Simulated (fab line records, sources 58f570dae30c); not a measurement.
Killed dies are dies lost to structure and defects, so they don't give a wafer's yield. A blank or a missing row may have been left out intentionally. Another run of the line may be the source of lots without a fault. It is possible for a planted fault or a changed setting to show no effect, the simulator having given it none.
fab line records || flow berkeleyCmos170
record: {"lots": 14, "wafers": 42, "lastDay": 13}
route steps=331 shown NWELL@26 PWELL@47 WELLDRIVE@56 ACTIVE@74
lots untouched by any fault: they come from a run of this same line in which no faults occurred
startH: the number of hours between the record's first day and the start of the first shown wafer of the lot || waitH: hours from the lot's prior step to this one || " the same as in the row above || L1.1+2: a row that stands for several wafers || - no value, or no start was given || * or withheld: withheld || < > ~ a bound
route shown NAME@n: names a module that has steps shown in the file, with the first one's number in the route || usual: average and standard deviation across the fault-free wafers || same: alike in all rows || chamber/n: place in a boat || sites: per-site readings || _std_site: standard deviation of those values || _edge_site: inner sites' mean taken away from outer sites' mean || radiusMm: how far each site lies from the wafer's centre || mask NAME#n: copy n || behind: the tool/chamber that last shaped the wafer || hold: why the lot went on hold/how many hours it stayed there/how the hold came to an end || device: the n, p or np transistor that did not switch || end of line: tests of these same wafers at the route's end || for a step that has no rows: nothing shown but its recipe || killed: the dies lost at the first sort to structure and to defects; this is not the yield of the wafer || map: a wafer's dies, x killed, . not, _ none there
set.NAME: the setting that was run; set.NAME@STEP: the one run at that earlier step || model.NAME: the simulator's own value behind a step, which no gauge read
one table for each step of the route and one row for each wafer, over a sample of lots
services: when a tool's chamber went out of use (startH, in hours from the record's first day, below 0 if earlier), for how many hours, and the reason
== steps ==
step: UCB170_NWELL_OVL_MEAS_12
usual: {"NWELL_OVL": "0/4.3"}
{"lot.wafer": "L477.3", "tool": "overlay-02", "chamber": "-", "startH": 40.75, "waitH": "-", "NWELL_OVL[nm]": 3}
{"lot.wafer": "L477.4", "tool": "overlay-02", "chamber": "-", "startH": 40.75, "waitH": "-", "NWELL_OVL[nm]": -4}
{"lot.wafer": "L477.5", "tool": "overlay-02", "chamber": "-", "startH": 40.75, "waitH": "-", "NWELL_OVL[nm]": 4}
{"lot.wafer": "L479.3", "tool": "overlay-02", "chamber": "-", "startH": 51.45, "waitH": "-", "NWELL_OVL[nm]": -3}
{"lot.wafer": "L479.4", "tool": "overlay-02", "chamber": "-", "startH": 51.45, "waitH": "-", "NWELL_OVL[nm]": 2}
{"lot.wafer": "L479.5", "tool": "overlay-02", "chamber": "-", "startH": 51.45, "waitH": "-", "NWELL_OVL[nm]": -5}
{"lot.wafer": "L478.3", "tool": "overlay-01", "chamber": "-", "startH": 51.69, "waitH": "-", "NWELL_OVL[nm]": 2}
{"lot.wafer": "L478.5", "tool": "overlay-01", "chamber": "-", "startH": 51.69, "waitH": "-", "NWELL_OVL[nm]": 1}
{"lot.wafer": "L478.6", "tool": "overlay-01", "chamber": "-", "startH": 51.69, "waitH": "-", "NWELL_OVL[nm]": 8}
{"lot.wafer": "L480.1", "tool": "overlay-02", "chamber": "-", "startH": 63.43, "waitH": "-", "NWELL_OVL[nm]": 3}
{"lot.wafer": "L480.3", "tool": "overlay-02", "chamber": "-", "startH": 63.43, "waitH": "-", "NWELL_OVL[nm]": -7}
{"lot.wafer": "L480.6", "tool": "overlay-02", "chamber": "-", "startH": 63.43, "waitH": "-", "NWELL_OVL[nm]": 3}
{"lot.wafer": "L481.2", "tool": "overlay-01", "chamber": "-", "startH": 63.88, "waitH": "-", "NWELL_OVL[nm]": 2}
{"lot.wafer": "L481.3", "tool": "overlay-01", "chamber": "-", "startH": 63.88, "waitH": "-", "NWELL_OVL[nm]": -5}
{"lot.wafer": "L481.5", "tool": "overlay-01", "chamber": "-", "startH": 63.88, "waitH": "-", "NWELL_OVL[nm]": -5}
{"lot.wafer": "L484.2", "tool": "overlay-01", "chamber": "-", "startH": 70.77, "waitH": "-", "NWELL_OVL[nm]": -3}
{"lot.wafer": "L484.3", "tool": "overlay-01", "chamber": "-", "startH": 70.77, "waitH": "-", "NWELL_OVL[nm]": -5}
{"lot.wafer": "L484.5", "tool": "overlay-01", "chamber": "-", "startH": 70.77, "waitH": "-", "NWELL_OVL[nm]": -9}
{"lot.wafer": "L482.2", "tool": "overlay-01", "chamber": "-", "startH": 71.21, "waitH": "-", "NWELL_OVL[nm]": 0}
{"lot.wafer": "L482.3", "tool": "overlay-01", "chamber": "-", "startH": 71.21, "waitH": "-", "NWELL_OVL[nm]": 8}
{"lot.wafer": "L482.4", "tool": "overlay-01", "chamber": "-", "startH": 71.21, "waitH": "-", "NWELL_OVL[nm]": 1}
{"lot.wafer": "L490.1", "tool": "overlay-01", "chamber": "-", "startH": 107.72, "waitH": "-", "NWELL_OVL[nm]": 0}
{"lot.wafer": "L490.2", "tool": "overlay-01", "chamber": "-", "startH": 107.72, "waitH": "-", "NWELL_OVL[nm]": 11}
{"lot.wafer": "L490.5", "tool": "overlay-01", "chamber": "-", "startH": 107.72, "waitH": "-", "NWELL_OVL[nm]": 1}
{"lot.wafer": "L491.1", "tool": "overlay-01", "chamber": "-", "startH": 113.22, "waitH": "-", "NWELL_OVL[nm]": 2}
{"lot.wafer": "L491.2", "tool": "overlay-01", "chamber": "-", "startH": 113.22, "waitH": "-", "NWELL_OVL[nm]": 7}
{"lot.wafer": "L491.3", "tool": "overlay-01", "chamber": "-", "startH": 113.22, "waitH": "-", "NWELL_OVL[nm]": -1}
{"lot.wafer": "L493.2", "tool": "overlay-02", "chamber": "-", "startH": 115.53, "waitH": "-", "NWELL_OVL[nm]": 3}
{"lot.wafer": "L493.3", "tool": "overlay-02", "chamber": "-", "startH": 115.53, "waitH": "-", "NWELL_OVL[nm]": 7}
{"lot.wafer": "L493.4", "tool": "overlay-02", "chamber": "-", "startH": 115.53, "waitH": "-", "NWELL_OVL[nm]": 4}
{"lot.wafer": "L495.3", "tool": "overlay-02", "chamber": "-", "startH": 126.10, "waitH": "-", "NWELL_OVL[nm]": 3}
{"lot.wafer": "L495.5", "tool": "overlay-02", "chamber": "-", "startH": 126.10, "waitH": "-", "NWELL_OVL[nm]": 0}
{"lot.wafer": "L495.6", "tool": "overlay-02", "chamber": "-", "startH": 126.10, "waitH": "-", "NWELL_OVL[nm]": -2}
{"lot.wafer": "L496.1", "tool": "overlay-02", "chamber": "-", "startH": 135.61, "waitH": "-", "NWELL_OVL[nm]": -3}
{"lot.wafer": "L496.4", "tool": "overlay-02", "chamber": "-", "startH": 135.61, "waitH": "-", "NWELL_OVL[nm]": -5}
{"lot.wafer": "L496.5", "tool": "overlay-02", "chamber": "-", "startH": 135.61, "waitH": "-", "NWELL_OVL[nm]": -3}
{"lot.wafer": "L500.1", "tool": "overlay-02", "chamber": "-", "startH": 147.28, "waitH": "-", "NWELL_OVL[nm]": -3}
{"lot.wafer": "L500.3", "tool": "overlay-02", "chamber": "-", "startH": 147.28, "waitH": "-", "NWELL_OVL[nm]": -1}
{"lot.wafer": "L500.4", "tool": "overlay-02", "chamber": "-", "startH": 147.28, "waitH": "-", "NWELL_OVL[nm]": -3}
{"lot.wafer": "L499.2", "tool": "overlay-01", "chamber": "-", "startH": 147.53, "waitH": "-", "NWELL_OVL[nm]": -3}
{"lot.wafer": "L499.3", "tool": "overlay-01", "chamber": "-", "startH": 147.53, "waitH": "-", "NWELL_OVL[nm]": -6}
{"lot.wafer": "L499.4", "tool": "overlay-01", "chamber": "-", "startH": 147.53, "waitH": "-", "NWELL_OVL[nm]": -3}
step: UCB170_PWELL_OVL_MEAS_13
usual: {"PWELL_OVL": "0/4.8"}
{"lot.wafer": "L477.3", "tool": "overlay-01", "chamber": "-", "startH": 62.87, "waitH": "-", "PWELL_OVL[nm]": -5}
{"lot.wafer": "L477.4", "tool": "overlay-01", "chamber": "-", "startH": 62.87, "waitH": "-", "PWELL_OVL[nm]": -7}
{"lot.wafer": "L477.5", "tool": "overlay-01", "chamber": "-", "startH": 62.87, "waitH": "-", "PWELL_OVL[nm]": -2}
{"lot.wafer": "L479.3", "tool": "overlay-01", "chamber": "-", "startH": 69.89, "waitH": "-", "PWELL_OVL[nm]": -5}
{"lot.wafer": "L479.4", "tool": "overlay-01", "chamber": "-", "startH": 69.89, "waitH": "-", "PWELL_OVL[nm]": -9}
{"lot.wafer": "L479.5", "tool": "overlay-01", "chamber": "-", "startH": 69.89, "waitH": "-", "PWELL_OVL[nm]": -10}
{"lot.wafer": "L478.3", "tool": "overlay-01", "chamber": "-", "startH": 72.35, "waitH": "-", "PWELL_OVL[nm]": 13}
{"lot.wafer": "L478.5", "tool": "overlay-01", "chamber": "-", "startH": 72.35, "waitH": "-", "PWELL_OVL[nm]": 5}
{"lot.wafer": "L478.6", "tool": "overlay-01", "chamber": "-", "startH": 72.35, "waitH": "-", "PWELL_OVL[nm]": 6}
{"lot.wafer": "L480.1", "tool": "overlay-02", "chamber": "-", "startH": 89.22, "waitH": "-", "PWELL_OVL[nm]": 5}
{"lot.wafer": "L480.3", "tool": "overlay-02", "chamber": "-", "startH": 89.22, "waitH": "-", "PWELL_OVL[nm]": 1}
{"lot.wafer": "L480.6", "tool": "overlay-02", "chamber": "-", "startH": 89.22, "waitH": "-", "PWELL_OVL[nm]": 13}
{"lot.wafer": "L484.2", "tool": "overlay-01", "chamber": "-", "startH": 89.58, "waitH": "-", "PWELL_OVL[nm]": 4}
{"lot.wafer": "L484.3", "tool": "overlay-01", "chamber": "-", "startH": 89.58, "waitH": "-", "PWELL_OVL[nm]": 0}
{"lot.wafer": "L484.5", "tool": "overlay-01", "chamber": "-", "startH": 89.58, "waitH": "-", "PWELL_OVL[nm]": 2}
{"lot.wafer": "L482.2", "tool": "overlay-01", "chamber": "-", "startH": 89.65, "waitH": "-", "PWELL_OVL[nm]": -8}
{"lot.wafer": "L482.3", "tool": "overlay-01", "chamber": "-", "startH": 89.65, "waitH": "-", "PWELL_OVL[nm]": -5}
{"lot.wafer": "L482.4", "tool": "overlay-01", "chamber": "-", "startH": 89.65, "waitH": "-", "PWELL_OVL[nm]": -6}
{"lot.wafer": "L481.2", "tool": "overlay-02", "chamber": "-", "startH": 89.92, "waitH": "-", "PWELL_OVL[nm]": 5}
{"lot.wafer": "L481.3", "tool": "overlay-02", "chamber": "-", "startH": 89.92, "waitH": "-", "PWELL_OVL[nm]": -4}
{"lot.wafer": "L481.5", "tool": "overlay-02", "chamber": "-", "startH": 89.92, "waitH": "-", "PWELL_OVL[nm]": 0}
{"lot.wafer": "L490.1", "tool": "overlay-01", "chamber": "-", "startH": 130.04, "waitH": "-", "PWELL_OVL[nm]": 4}
{"lot.wafer": "L490.2", "tool": "overlay-01", "chamber": "-", "startH": 130.04, "waitH": "-", "PWELL_OVL[nm]": 2}
{"lot.wafer": "L490.5", "tool": "overlay-01", "chamber": "-", "startH": 130.04, "waitH": "-", "PWELL_OVL[nm]": 1}
{"lot.wafer": "L491.1", "tool": "overlay-02", "chamber": "-", "startH": 130.48, "waitH": "-", "PWELL_OVL[nm]": -2}
{"lot.wafer": "L491.2", "tool": "overlay-02", "chamber": "-", "startH": 130.48, "waitH": "-", "PWELL_OVL[nm]": -1}
{"lot.wafer": "L491.3", "tool": "overlay-02", "chamber": "-", "startH": 130.48, "waitH": "-", "PWELL_OVL[nm]": 3}
{"lot.wafer": "L493.2", "tool": "overlay-01", "chamber": "-", "startH": 141.13, "waitH": "-", "PWELL_OVL[nm]": -4}
{"lot.wafer": "L493.3", "tool": "overlay-01", "chamber": "-", "startH": 141.13, "waitH": "-", "PWELL_OVL[nm]": -5}
{"lot.wafer": "L493.4", "tool": "overlay-01", "chamber": "-", "startH": 141.13, "waitH": "-", "PWELL_OVL[nm]": -7}
{"lot.wafer": "L495.3", "tool": "overlay-01", "chamber": "-", "startH": 145.36, "waitH": "-", "PWELL_OVL[nm]": 0}
{"lot.wafer": "L495.5", "tool": "overlay-01", "chamber": "-", "startH": 145.36, "waitH": "-", "PWELL_OVL[nm]": -1}
{"lot.wafer": "L495.6", "tool": "overlay-01", "chamber": "-", "startH": 145.36, "waitH": "-", "PWELL_OVL[nm]": 3}
{"lot.wafer": "L496.1", "tool": "overlay-02", "chamber": "-", "startH": 153.70, "waitH": "-", "PWELL_OVL[nm]": 1}
{"lot.wafer": "L496.4", "tool": "overlay-02", "chamber": "-", "startH": 153.70, "waitH": "-", "PWELL_OVL[nm]": -3}
{"lot.wafer": "L496.5", "tool": "overlay-02", "chamber": "-", "startH": 153.70, "waitH": "-", "PWELL_OVL[nm]": -6}
{"lot.wafer": "L499.2", "tool": "overlay-01", "chamber": "-", "startH": 172.09, "waitH": "-", "PWELL_OVL[nm]": 7}
{"lot.wafer": "L499.3", "tool": "overlay-01", "chamber": "-", "startH": 172.09, "waitH": "-", "PWELL_OVL[nm]": 3}
{"lot.wafer": "L499.4", "tool": "overlay-01", "chamber": "-", "startH": 172.09, "waitH": "-", "PWELL_OVL[nm]": 1}
{"lot.wafer": "L500.1", "tool": "overlay-02", "chamber": "-", "startH": 172.58, "waitH": "-", "PWELL_OVL[nm]": 5}
{"lot.wafer": "L500.3", "tool": "overlay-02", "chamber": "-", "startH": 172.58, "waitH": "-", "PWELL_OVL[nm]": 11}
{"lot.wafer": "L500.4", "tool": "overlay-02", "chamber": "-", "startH": 172.58, "waitH": "-", "PWELL_OVL[nm]": 6}
step: UCB170_WELLDRIVE_OXIDATION_01
recipe: {"tempC": 1100, "ambient": "O2", "targetThkA": 1990, "oxTimeS": 9000}
usual: {"spikeTcCentreC": "1102.8/1.2", "tubeCenterTempC": "1100/0.092", "tube_center_temp_C_max": "1102.8/0.44"}
{"lot.wafer": "L477.3", "tool": "furnace-01", "chamber": 0, "startH": 70.48, "waitH": 2.5, "spikeTcCentreC": 1104.3, "tubeCenterTempC": 1100.2, "tube_center_temp_C_max": 1102.5}
{"lot.wafer": "L477.4", "tool": "furnace-01", "chamber": 0, "startH": 70.48, "waitH": 2.5, "spikeTcCentreC": 1103.5, "tubeCenterTempC": 1099.7, "tube_center_temp_C_max": 1102.4}
{"lot.wafer": "L477.5", "tool": "furnace-01", "chamber": 0, "startH": 70.48, "waitH": 2.5, "spikeTcCentreC": 1101.7, "tubeCenterTempC": 1100.1, "tube_center_temp_C_max": 1102.5}
{"lot.wafer": "L478.3", "tool": "furnace-02", "chamber": 0, "startH": 79.81, "waitH": 0.1, "spikeTcCentreC": 1102.4, "tubeCenterTempC": 1099.9, "tube_center_temp_C_max": 1102.6}
{"lot.wafer": "L478.5", "tool": "furnace-02", "chamber": 0, "startH": 79.81, "waitH": 0.1, "spikeTcCentreC": 1101.7, "tubeCenterTempC": 1100, "tube_center_temp_C_max": 1103.4}
{"lot.wafer": "L478.6", "tool": "furnace-02", "chamber": 0, "startH": 79.81, "waitH": 0.1, "spikeTcCentreC": 1102.4, "tubeCenterTempC": 1100, "tube_center_temp_C_max": 1102.2}
{"lot.wafer": "L479.3", "tool": "furnace-02", "chamber": 0, "startH": 79.81, "waitH": 3.7, "spikeTcCentreC": 1102.2, "tubeCenterTempC": 1099.9, "tube_center_temp_C_max": 1103.5}
{"lot.wafer": "L479.4", "tool": "furnace-02", "chamber": 0, "startH": 79.81, "waitH": 3.7, "spikeTcCentreC": 1102.2, "tubeCenterTempC": 1100.2, "tube_center_temp_C_max": 1103.3}
{"lot.wafer": "L479.5", "tool": "furnace-02", "chamber": 0, "startH": 79.81, "waitH": 3.7, "spikeTcCentreC": 1104.3, "tubeCenterTempC": 1100.2, "tube_center_temp_C_max": 1103.2}
{"lot.wafer": "L480.1", "tool": "furnace-04", "chamber": 0, "startH": 100.97, "waitH": 2.4, "spikeTcCentreC": 1103.0, "tubeCenterTempC": 1100, "tube_center_temp_C_max": 1103.4}
{"lot.wafer": "L480.3", "tool": "furnace-04", "chamber": 0, "startH": 100.97, "waitH": 2.4, "spikeTcCentreC": 1100.7, "tubeCenterTempC": 1100.1, "tube_center_temp_C_max": 1103.3}
{"lot.wafer": "L480.6", "tool": "furnace-04", "chamber": 0, "startH": 100.97, "waitH": 2.4, "spikeTcCentreC": 1101.7, "tubeCenterTempC": 1100.1, "tube_center_temp_C_max": 1102.8}
{"lot.wafer": "L481.2", "tool": "furnace-04", "chamber": 0, "startH": 100.97, "waitH": 1.6, "spikeTcCentreC": 1102.8, "tubeCenterTempC": 1099.9, "tube_center_temp_C_max": 1103.4}
{"lot.wafer": "L481.3", "tool": "furnace-04", "chamber": 0, "startH": 100.97, "waitH": 1.6, "spikeTcCentreC": 1101.0, "tubeCenterTempC": 1100.1, "tube_center_temp_C_max": 1102.2}
{"lot.wafer": "L481.5", "tool": "furnace-04", "chamber": 0, "startH": 100.97, "waitH": 1.6, "spikeTcCentreC": 1101.6, "tubeCenterTempC": 1100.1, "tube_center_temp_C_max": 1103.1}
{"lot.wafer": "L482.2", "tool": "furnace-04", "chamber": 0, "startH": 100.97, "waitH": 1.3, "spikeTcCentreC": 1101.4, "tubeCenterTempC": 1099.9, "tube_center_temp_C_max": 1102.8}
{"lot.wafer": "L482.3", "tool": "furnace-04", "chamber": 0, "startH": 100.97, "waitH": 1.3, "spikeTcCentreC": 1103.2, "tubeCenterTempC": 1099.9, "tube_center_temp_C_max": 1102.4}
{"lot.wafer": "L482.4", "tool": "furnace-04", "chamber": 0, "startH": 100.97, "waitH": 1.3, "spikeTcCentreC": 1101.3, "tubeCenterTempC": 1100, "tube_center_temp_C_max": 1102.2}
{"lot.wafer": "L484.2", "tool": "furnace-04", "chamber": 0, "startH": 100.97, "waitH": 2.4, "spikeTcCentreC": 1102.9, "tubeCenterTempC": 1100, "tube_center_temp_C_max": 1102.3}
{"lot.wafer": "L484.3", "tool": "furnace-04", "chamber": 0, "startH": 100.97, "waitH": 2.4, "spikeTcCentreC": 1102.7, "tubeCenterTempC": 1099.9, "tube_center_temp_C_max": 1102.9}
{"lot.wafer": "L484.5", "tool": "furnace-04", "chamber": 0, "startH": 100.97, "waitH": 2.4, "spikeTcCentreC": 1101.7, "tubeCenterTempC": 1100, "tube_center_temp_C_max": 1102.6}
{"lot.wafer": "L490.1", "tool": "furnace-04", "chamber": 0, "startH": 139.54, "waitH": 3.9, "spikeTcCentreC": 1108.1, "tubeCenterTempC": 1106, "tube_center_temp_C_max": 1108.9}
{"lot.wafer": "L490.2", "tool": "furnace-04", "chamber": 0, "startH": 139.54, "waitH": 3.9, "spikeTcCentreC": 1107.1, "tubeCenterTempC": 1106, "tube_center_temp_C_max": 1109.3}
{"lot.wafer": "L490.5", "tool": "furnace-04", "chamber": 0, "startH": 139.54, "waitH": 3.9, "spikeTcCentreC": 1107.9, "tubeCenterTempC": 1106.1, "tube_center_temp_C_max": 1108.9}
{"lot.wafer": "L491.1", "tool": "furnace-04", "chamber": 0, "startH": 139.54, "waitH": 3.9, "spikeTcCentreC": 1109.5, "tubeCenterTempC": 1106, "tube_center_temp_C_max": 1109.3}
{"lot.wafer": "L491.2", "tool": "furnace-04", "chamber": 0, "startH": 139.54, "waitH": 3.9, "spikeTcCentreC": 1108.6, "tubeCenterTempC": 1106, "tube_center_temp_C_max": 1108.4}
{"lot.wafer": "L491.3", "tool": "furnace-04", "chamber": 0, "startH": 139.54, "waitH": 3.9, "spikeTcCentreC": 1107.8, "tubeCenterTempC": 1105.9, "tube_center_temp_C_max": 1109.4}
{"lot.wafer": "L493.2", "tool": "furnace-01", "chamber": 0, "startH": 150.58, "waitH": 2.0, "spikeTcCentreC": 1104.6, "tubeCenterTempC": 1100, "tube_center_temp_C_max": 1103.0}
{"lot.wafer": "L493.3", "tool": "furnace-01", "chamber": 0, "startH": 150.58, "waitH": 2.0, "spikeTcCentreC": 1104.1, "tubeCenterTempC": 1099.9, "tube_center_temp_C_max": 1102.1}
{"lot.wafer": "L493.4", "tool": "furnace-01", "chamber": 0, "startH": 150.58, "waitH": 2.0, "spikeTcCentreC": 1103.2, "tubeCenterTempC": 1100.2, "tube_center_temp_C_max": 1103.5}
{"lot.wafer": "L495.3", "tool": "furnace-01", "chamber": 0, "startH": 156.93, "waitH": 4.2, "spikeTcCentreC": 1105.8, "tubeCenterTempC": 1100.1, "tube_center_temp_C_max": 1102.9}
{"lot.wafer": "L495.5", "tool": "furnace-01", "chamber": 0, "startH": 156.93, "waitH": 4.2, "spikeTcCentreC": 1103.3, "tubeCenterTempC": 1099.9, "tube_center_temp_C_max": 1102.3}
{"lot.wafer": "L495.6", "tool": "furnace-01", "chamber": 0, "startH": 156.93, "waitH": 4.2, "spikeTcCentreC": 1103.8, "tubeCenterTempC": 1099.9, "tube_center_temp_C_max": 1102.8}
{"lot.wafer": "L496.1", "tool": "furnace-02", "chamber": 0, "startH": 163.59, "waitH": 5.1, "spikeTcCentreC": 1101.6, "tubeCenterTempC": 1100.1, "tube_center_temp_C_max": 1103.1}
{"lot.wafer": "L496.4", "tool": "furnace-02", "chamber": 0, "startH": 163.59, "waitH": 5.1, "spikeTcCentreC": 1102.2, "tubeCenterTempC": 1099.9, "tube_center_temp_C_max": 1102.4}
{"lot.wafer": "L496.5", "tool": "furnace-02", "chamber": 0, "startH": 163.59, "waitH": 5.1, "spikeTcCentreC": 1102.2, "tubeCenterTempC": 1099.9, "tube_center_temp_C_max": 1102.9}
{"lot.wafer": "L499.2", "tool": "furnace-01", "chamber": 0, "startH": 180.91, "waitH": 3.5, "spikeTcCentreC": 1103.4, "tubeCenterTempC": 1100.1, "tube_center_temp_C_max": 1102.4}
{"lot.wafer": "L499.3", "tool": "furnace-01", "chamber": 0, "startH": 180.91, "waitH": 3.5, "spikeTcCentreC": 1103.7, "tubeCenterTempC": 1100, "tube_center_temp_C_max": 1103.3}
{"lot.wafer": "L499.4", "tool": "furnace-01", "chamber": 0, "startH": 180.91, "waitH": 3.5, "spikeTcCentreC": 1102.8, "tubeCenterTempC": 1100, "tube_center_temp_C_max": 1103.1}
{"lot.wafer": "L500.1", "tool": "furnace-01", "chamber": 0, "startH": 180.91, "waitH": 2.2, "spikeTcCentreC": 1104.6, "tubeCenterTempC": 1100, "tube_center_temp_C_max": 1102.7}
{"lot.wafer": "L500.3", "tool": "furnace-01", "chamber": 0, "startH": 180.91, "waitH": 2.2, "spikeTcCentreC": 1103.6, "tubeCenterTempC": 1100, "tube_center_temp_C_max": 1103.0}
{"lot.wafer": "L500.4", "tool": "furnace-01", "chamber": 0, "startH": 180.91, "waitH": 2.2, "spikeTcCentreC": 1103.6, "tubeCenterTempC": 1100, "tube_center_temp_C_max": 1102.7}
step: UCB170_ACTIVE_OVL_MEAS_14
usual: {"ACTIVE_OVL": "0/5.1"}
{"lot.wafer": "L477.3", "tool": "overlay-01", "chamber": "-", "startH": 92.62, "waitH": 0.1, "ACTIVE_OVL[nm]": -7}
{"lot.wafer": "L477.4", "tool": "overlay-01", "chamber": "-", "startH": 92.62, "waitH": 0.1, "ACTIVE_OVL[nm]": -2}
{"lot.wafer": "L477.5", "tool": "overlay-01", "chamber": "-", "startH": 92.62, "waitH": 0.1, "ACTIVE_OVL[nm]": -8}
{"lot.wafer": "L479.3", "tool": "overlay-02", "chamber": "-", "startH": 109.76, "waitH": 0.1, "ACTIVE_OVL[nm]": -8}
{"lot.wafer": "L479.4", "tool": "overlay-02", "chamber": "-", "startH": 109.76, "waitH": 0.1, "ACTIVE_OVL[nm]": 0}
{"lot.wafer": "L479.5", "tool": "overlay-02", "chamber": "-", "startH": 109.76, "waitH": 0.1, "ACTIVE_OVL[nm]": 1}
{"lot.wafer": "L478.3", "tool": "overlay-02", "chamber": "-", "startH": 110.00, "waitH": 0.1, "ACTIVE_OVL[nm]": -4}
{"lot.wafer": "L478.5", "tool": "overlay-02", "chamber": "-", "startH": 110.00, "waitH": 0.1, "ACTIVE_OVL[nm]": 0}
{"lot.wafer": "L478.6", "tool": "overlay-02", "chamber": "-", "startH": 110.00, "waitH": 0.1, "ACTIVE_OVL[nm]": -4}
{"lot.wafer": "L484.2", "tool": "overlay-01", "chamber": "-", "startH": 128.72, "waitH": 0.1, "ACTIVE_OVL[nm]": -6}
{"lot.wafer": "L484.3", "tool": "overlay-01", "chamber": "-", "startH": 128.72, "waitH": 0.1, "ACTIVE_OVL[nm]": -8}
{"lot.wafer": "L484.5", "tool": "overlay-01", "chamber": "-", "startH": 128.72, "waitH": 0.1, "ACTIVE_OVL[nm]": -8}
{"lot.wafer": "L480.1", "tool": "overlay-01", "chamber": "-", "startH": 128.99, "waitH": 0.1, "ACTIVE_OVL[nm]": 2}
{"lot.wafer": "L480.3", "tool": "overlay-01", "chamber": "-", "startH": 128.99, "waitH": 0.1, "ACTIVE_OVL[nm]": 8}
{"lot.wafer": "L480.6", "tool": "overlay-01", "chamber": "-", "startH": 128.99, "waitH": 0.1, "ACTIVE_OVL[nm]": -3}
{"lot.wafer": "L481.2", "tool": "overlay-01", "chamber": "-", "startH": 129.27, "waitH": 0.1, "ACTIVE_OVL[nm]": -9}
{"lot.wafer": "L481.3", "tool": "overlay-01", "chamber": "-", "startH": 129.27, "waitH": 0.1, "ACTIVE_OVL[nm]": -5}
{"lot.wafer": "L481.5", "tool": "overlay-01", "chamber": "-", "startH": 129.27, "waitH": 0.1, "ACTIVE_OVL[nm]": -8}
{"lot.wafer": "L482.2", "tool": "overlay-01", "chamber": "-", "startH": 129.82, "waitH": 0.1, "ACTIVE_OVL[nm]": 4}
{"lot.wafer": "L482.3", "tool": "overlay-01", "chamber": "-", "startH": 129.82, "waitH": 0.1, "ACTIVE_OVL[nm]": 1}
{"lot.wafer": "L482.4", "tool": "overlay-01", "chamber": "-", "startH": 129.82, "waitH": 0.1, "ACTIVE_OVL[nm]": 3}
{"lot.wafer": "L490.1", "tool": "overlay-02", "chamber": "-", "startH": 160.92, "waitH": 0.1, "ACTIVE_OVL[nm]": 2}
{"lot.wafer": "L490.2", "tool": "overlay-02", "chamber": "-", "startH": 160.92, "waitH": 0.1, "ACTIVE_OVL[nm]": -1}
{"lot.wafer": "L490.5", "tool": "overlay-02", "chamber": "-", "startH": 160.92, "waitH": 0.1, "ACTIVE_OVL[nm]": 6}
{"lot.wafer": "L491.1", "tool": "overlay-01", "chamber": "-", "startH": 161.29, "waitH": 0.1, "ACTIVE_OVL[nm]": 5}
{"lot.wafer": "L491.2", "tool": "overlay-01", "chamber": "-", "startH": 161.29, "waitH": 0.1, "ACTIVE_OVL[nm]": 4}
{"lot.wafer": "L491.3", "tool": "overlay-01", "chamber": "-", "startH": 161.29, "waitH": 0.1, "ACTIVE_OVL[nm]": 5}
{"lot.wafer": "L493.2", "tool": "overlay-01", "chamber": "-", "startH": 177.60, "waitH": 0.1, "ACTIVE_OVL[nm]": 4}
{"lot.wafer": "L493.3", "tool": "overlay-01", "chamber": "-", "startH": 177.60, "waitH": 0.1, "ACTIVE_OVL[nm]": 5}
{"lot.wafer": "L493.4", "tool": "overlay-01", "chamber": "-", "startH": 177.60, "waitH": 0.1, "ACTIVE_OVL[nm]": 4}
{"lot.wafer": "L495.3", "tool": "overlay-02", "chamber": "-", "startH": 184.97, "waitH": 0.1, "ACTIVE_OVL[nm]": 0}
{"lot.wafer": "L495.5", "tool": "overlay-02", "chamber": "-", "startH": 184.97, "waitH": 0.1, "ACTIVE_OVL[nm]": 1}
{"lot.wafer": "L495.6", "tool": "overlay-02", "chamber": "-", "startH": 184.97, "waitH": 0.1, "ACTIVE_OVL[nm]": -1}
{"lot.wafer": "L496.1", "tool": "overlay-02", "chamber": "-", "startH": 185.31, "waitH": 0.1, "ACTIVE_OVL[nm]": -4}
{"lot.wafer": "L496.4", "tool": "overlay-02", "chamber": "-", "startH": 185.31, "waitH": 0.1, "ACTIVE_OVL[nm]": -6}
{"lot.wafer": "L496.5", "tool": "overlay-02", "chamber": "-", "startH": 185.31, "waitH": 0.1, "ACTIVE_OVL[nm]": -9}
{"lot.wafer": "L499.2", "tool": "overlay-02", "chamber": "-", "startH": 206.23, "waitH": 0.1, "ACTIVE_OVL[nm]": 4}
{"lot.wafer": "L499.3", "tool": "overlay-02", "chamber": "-", "startH": 206.23, "waitH": 0.1, "ACTIVE_OVL[nm]": 5}
{"lot.wafer": "L499.4", "tool": "overlay-02", "chamber": "-", "startH": 206.23, "waitH": 0.1, "ACTIVE_OVL[nm]": 3}
{"lot.wafer": "L500.1", "tool": "overlay-02", "chamber": "-", "startH": 206.42, "waitH": 0.1, "ACTIVE_OVL[nm]": 5}
{"lot.wafer": "L500.3", "tool": "overlay-02", "chamber": "-", "startH": 206.42, "waitH": 0.1, "ACTIVE_OVL[nm]": 6}
{"lot.wafer": "L500.4", "tool": "overlay-02", "chamber": "-", "startH": 206.42, "waitH": 0.1, "ACTIVE_OVL[nm]": 5}
== services ==
{"tool": "furnace-01", "chamber": "-", "startH": 49.82, "hours": 3.8, "kind": "pm"}
{"tool": "furnace-01", "chamber": "-", "startH": 83.66, "hours": 2.3, "kind": "pm"}
{"tool": "furnace-04", "chamber": "-", "startH": 94.09, "hours": 4.3, "kind": "pm"}
{"tool": "furnace-02", "chamber": "-", "startH": 110.26, "hours": 6.1, "kind": "pm"}
{"tool": "furnace-02", "chamber": "-", "startH": 178.14, "hours": 2.0, "kind": "pm"}
== key ==
firstSign: {"step": "UCB170_WELLDRIVE_OXIDATION_01", "reading": "tubeCenterTempC", "direction": "up", "sigmas": 55, "usual": "*", "struck": "*"}
effect: {"step": "UCB170_WELLDRIVE_OXIDATION_01", "reading": "tube_center_temp_C_max", "direction": "up", "sigmas": 14, "usual": "*", "struck": "*"}
metAt UCB170_WELLDRIVE_OXIDATION_01
struckLots L490,L491
sortLeftOut L491.1,L491.2,L491.3
testerLeftOut L490,L491
notActingAt UCB170_NWELL_OVL_MEAS_12,UCB170_PWELL_OVL_MEAS_13,UCB170_ACTIVE_OVL_MEAS_14
onsetBetween 100.97 139.54
fault: {"kind": "processParameterDrift", "tool": "furnace-04", "chamber": "-", "onsetH": 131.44, "steps": "UCB170_WELLDRIVE_OXIDATION_01", "channel": "tempC", "offset": "*", "shape": "step", "endH": 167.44, "actsIn": "*", "stated": "*"}
testerLeftOut: of these lots the tester's yield and bins aren't shown, on N5 and GAA mostly nor the transistor test; their killed dies are dies lost to structure and defects alone, not to doping, threshold or leakage, so they don't give the yield
sortLeftOut: the simulated sort isn't trusted on such a fault, so these wafers' sort isn't shown, and their yield isn't known
